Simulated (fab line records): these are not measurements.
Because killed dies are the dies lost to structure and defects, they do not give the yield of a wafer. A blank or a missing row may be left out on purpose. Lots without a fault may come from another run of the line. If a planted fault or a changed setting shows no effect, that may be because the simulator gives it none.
Which of the tools did it? + flow rit-cmos + 45 wafers from 15 lots sampled at 2 of the route's 202 steps

## WHAT THE GAUGES READ, wafer by wafer
RIT_ACTIVE_THK_MEAS_02.
| lot  | measured    | on            | ACTIVE_OXIDE_THK (nm) |
|------|-------------|---------------|-----------------------|
| L606 | day 1 12:04 | film-metro-01 | 48.1 48.5 49.1        |
| L607 | day 1 17:03 | film-metro-02 | 49.1 48.6 48.5        |
| L608 | day 1 22:03 | film-metro-01 | 47.9 47.3 47.7        |
| L611 | day 2 13:04 | film-metro-03 | 49.2 49.2 49.6        |
| L613 | day 2 23:03 | film-metro-01 | 49.1 50.1 49.5        |
| L616 | day 3 14:04 | film-metro-03 | 47.6 48.5 47.5        |
| L617 | day 3 19:05 | film-metro-02 | 49.7 49.4 49.4        |
| L618 | day 4 00:04 | film-metro-01 | 47.6 47.4 47.4        |
| L621 | day 4 15:04 | film-metro-01 | 46.8 47.4 46.7        |
| L622 | day 4 20:04 | film-metro-01 | 38.5 38.9 38.5        |
| L623 | day 5 01:04 | film-metro-02 | 39.4 39.0 39.4        |
| L624 | day 5 06:15 | film-metro-03 | 39.4 39.4 39.2        |
| L627 | day 5 21:04 | film-metro-01 | 47.4 47.5 47.3        |
| L628 | day 6 02:04 | film-metro-01 | 47.4 47.1 47.8        |
| L629 | day 6 07:04 | film-metro-02 | 46.4 46.8 47.2        |

## WHICH TOOL RAN EACH LOT (tool, then ch and the chambers of the sampled wafers, then the start)
| lot  | RIT_ACTIVE_OXIDATION_01      |
|------|------------------------------|
| L606 | furnace-02 ch 0, day 1 10:07 |
| L607 | furnace-02 ch 0, day 1 15:07 |
| L608 | furnace-04 ch 0, day 1 20:07 |
| L611 | furnace-01 ch 0, day 2 11:07 |
| L613 | furnace-01 ch 0, day 2 21:07 |
| L616 | furnace-02 ch 0, day 3 12:07 |
| L617 | furnace-04 ch 0, day 3 17:07 |
| L618 | furnace-02 ch 0, day 3 22:07 |
| L621 | furnace-04 ch 0, day 4 13:07 |
| L622 | furnace-02 ch 0, day 4 18:07 |
| L623 | furnace-02 ch 0, day 4 23:07 |
| L624 | furnace-02 ch 0, day 5 04:17 |
| L627 | furnace-01 ch 0, day 5 19:07 |
| L628 | furnace-04 ch 0, day 6 00:07 |
| L629 | furnace-04 ch 0, day 6 05:07 |
- RIT_ACTIVE_OXIDATION_01: target thk 46.8 nm, ox time 3513 s.

## AS READ BY THE TOOLS THEMSELVES (means over the sampled wafers that have a number; for cases with no such wafer, the mark the record gives instead)
RIT_ACTIVE_OXIDATION_01.
| lot  | tool       | spike-tc-centre-C (C) | spike-tc-load-C (C) | spike-tc-source-C (C) | tube-center-temp-C (C) | tube_center_temp_C_max | zone-power-source-pct (%) |
|------|------------|-----------------------|---------------------|-----------------------|------------------------|------------------------|---------------------------|
| L606 | furnace-02 | 1000.3                | 1025.7              | 1024.9                | 1000                   | 1002.4                 | 30.8                      |
| L607 | furnace-02 | 1000.8                | 1024.6              | 1025.1                | 1000                   | 1002.6                 | 30.4                      |
| L608 | furnace-04 | 1003.9                | 1024.1              | 1027.2                | 1000                   | 1002.6                 | 30.6                      |
| L611 | furnace-01 | 1000.7                | 1027.0              | 1026.8                | 1000                   | 1002.6                 | 31.7                      |
| L613 | furnace-01 | 1000.5                | 1026.1              | 1026.2                | 1000                   | 1002.8                 | 31.2                      |
| L616 | furnace-02 | 1001.3                | 1025.2              | 1025.9                | 1000                   | 1002.1                 | 30.7                      |
| L617 | furnace-04 | 1003.1                | 1024.3              | 1027.7                | 1000                   | 1002.9                 | 30.4                      |
| L618 | furnace-02 | 1002.5                | 1024.5              | 1024.9                | 1000                   | 1002.7                 | 30.4                      |
| L621 | furnace-04 | 1003.7                | 1024.5              | 1028.8                | 1000                   | 1002.6                 | 30.8                      |
| L622 | furnace-02 | 977.2                 | 998.9               | 999.8                 | 975                    | 978.0                  | 28.7                      |
| L623 | furnace-02 | 975.1                 | 999.2               | 999.7                 | 975                    | 977.7                  | 28.8                      |
| L624 | furnace-02 | 976.6                 | 999.6               | 1000.0                | 975                    | 977.8                  | 29.0                      |
| L627 | furnace-01 | 1001.0                | 1026.7              | 1026.9                | 1000                   | 1002.2                 | 31.1                      |
| L628 | furnace-04 | 1003.9                | 1024.7              | 1027.6                | 1000                   | 1002.6                 | 30.7                      |
| L629 | furnace-04 | 1004.3                | 1023.5              | 1027.4                | 1000                   | 1002.9                 | 30.9                      |

## THE ANSWER, worked out from the rows above alone
Rule: the usual values come from the lots themselves. The widest of any qualifying gaps counts: lots, ordered by their means at a reading, are off when they make up no more than a third of the lots, leave a main group of 4 or more, and stand apart from it by 3 or more times the standard deviation of that group's means. If all means in a main group match to the digits the tables above print for the reading, that group is not used. A lot without any number at a reading at which 4 lots or more have one is off too. Any other lot the step has rows for is counted as sound. The gauges are gone through in route order, then the tools' own readings, and for those a lot's mean is taken as printed above. The first step at which some lot is off is used, and at that step the reading that is off furthest; a lot without a number counts as furthest.
Off: at RIT_ACTIVE_THK_MEAS_02 (ACTIVE_OXIDE_THK), L622, L623, L624. Mean 48.1 nm and standard deviation 0.95 in the main group.
If a tool, at a process step before that reading, ran all the lots that are off and no sound lot after the first of them, it fits. Not tried: the gauges at RIT_ACTIVE_THK_MEAS_02; whatever is off there is also off at RIT_ACTIVE_OXIDATION_01, on other tools, and gauge error can't account for it. One fits: RIT_ACTIVE_OXIDATION_01 on furnace-02. A fault onset in the window from L618 (day 3 22:07, its last sound lot) to L622 (day 4 18:07, its first lot off) fits.
The tool's own readings at RIT_ACTIVE_OXIDATION_01 bear it out: on the lots that are off they differ by more than 5 times the standard deviation of the sound lots' means. spike-tc-centre-C reads 976.3 C there against 1002.2 C on the sound lots; spike-tc-load-C reads 999.2 C there against 1025.1 C on the sound lots; spike-tc-source-C reads 999.8 C there against 1026.6 C on the sound lots; tube-center-temp-C reads 975 C there against 1000 C on the sound lots; tube_center_temp_C_max reads 977.8 there against 1002.6 on the sound lots; zone-power-source-pct reads 28.8 % there against 30.8 % on the sound lots.

## WHAT THE SIMULATOR HAD PUT IN
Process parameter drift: furnace-02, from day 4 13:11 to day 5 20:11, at RIT_ACTIVE_OXIDATION_01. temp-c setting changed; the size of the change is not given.
Struck lots among those shown: L622, L623, L624. The rule above found the same.
